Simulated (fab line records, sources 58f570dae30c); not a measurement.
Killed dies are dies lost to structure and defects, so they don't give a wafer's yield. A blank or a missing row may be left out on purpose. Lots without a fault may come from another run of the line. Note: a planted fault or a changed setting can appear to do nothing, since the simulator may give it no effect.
Which of the tools did it?	flow berkeley-cmos170	7 lots, 21 wafers sampled, at 3 steps of a route of 331

## WHAT THE GAUGES READ, wafer by wafer
UCB170_M1_CD_MEAS_90: the cd target is 700 nm.
lot	measured	on	cd-nm (nm)
L798	day 6 23:10	cd-sem-02	702.5 701.7 701.9
L800	day 7 15:55	cd-sem-02	700.6 699.1 704.5
L803	day 8 04:14	cd-sem-02	700.7 703.1 700.3
L807	day 9 05:39	cd-sem-01	699.9 702.3 700.2
L809	day 9 13:16	cd-sem-02	703.2 703.0 702.4
L816	day 11 08:20	cd-sem-02	699.2 700.3 701.6
L820	day 12 09:25	cd-sem-02	702.2 699.3 700.5

## WHICH TOOL RAN EACH LOT (tool, then ch and the chambers of the sampled wafers, then the start)
lot	UCB170_M1_ETCH_11	UCB170_M1_METAL_ETCH_12
L798	rie-diel-02 ch 1,2,3, day 6 22:52	rie-metal-03 ch 0,1, day 6 22:55
L800	rie-diel-04 ch 0,3, day 7 15:37	rie-metal-04 ch 0,1, day 7 15:40
L803	rie-diel-02 ch 0,3, day 8 03:58	rie-metal-03 ch 0,1, day 8 04:00
L807	rie-diel-02 ch 2,3, day 9 05:22	rie-metal-04 ch 0,1, day 9 05:25
L809	rie-diel-04 ch 0,3, day 9 12:59	rie-metal-01 ch 0,1, day 9 13:02
L816	rie-diel-04 ch 0,3, day 11 08:02	rie-metal-04 ch 0,1, day 11 08:05
L820	rie-diel-01 ch 1,2, day 12 09:03	rie-metal-04 ch 0,1, day 12 09:08
- UCB170_M1_ETCH_11: etches BARC in N2/H2.
- UCB170_M1_METAL_ETCH_12: etches Al in Cl2/BCl3, stops on PSG, target depth 780 nm, time 130 s.

## THE ANSWER, worked out from the rows above alone
Rule: what is usual is taken from the lots themselves. Put in order of their means at a reading, lots are off if they are a third of the lots or fewer, leave a main group of 4 or more, and stand apart from it by a gap of 3 or more times the standard deviation of the main group's means; of several such gaps the widest counts. A main group whose means are all the same, to the digits that the tables above print for the reading, isn't used. A lot without any number at a reading at which 4 lots or more have one is off too. Any other lot the step has rows for is counted as sound.
Across all readings shown, no lot is off: no conclusion can be drawn from this.

## WHAT WAS PUT IN BY THE SIMULATOR
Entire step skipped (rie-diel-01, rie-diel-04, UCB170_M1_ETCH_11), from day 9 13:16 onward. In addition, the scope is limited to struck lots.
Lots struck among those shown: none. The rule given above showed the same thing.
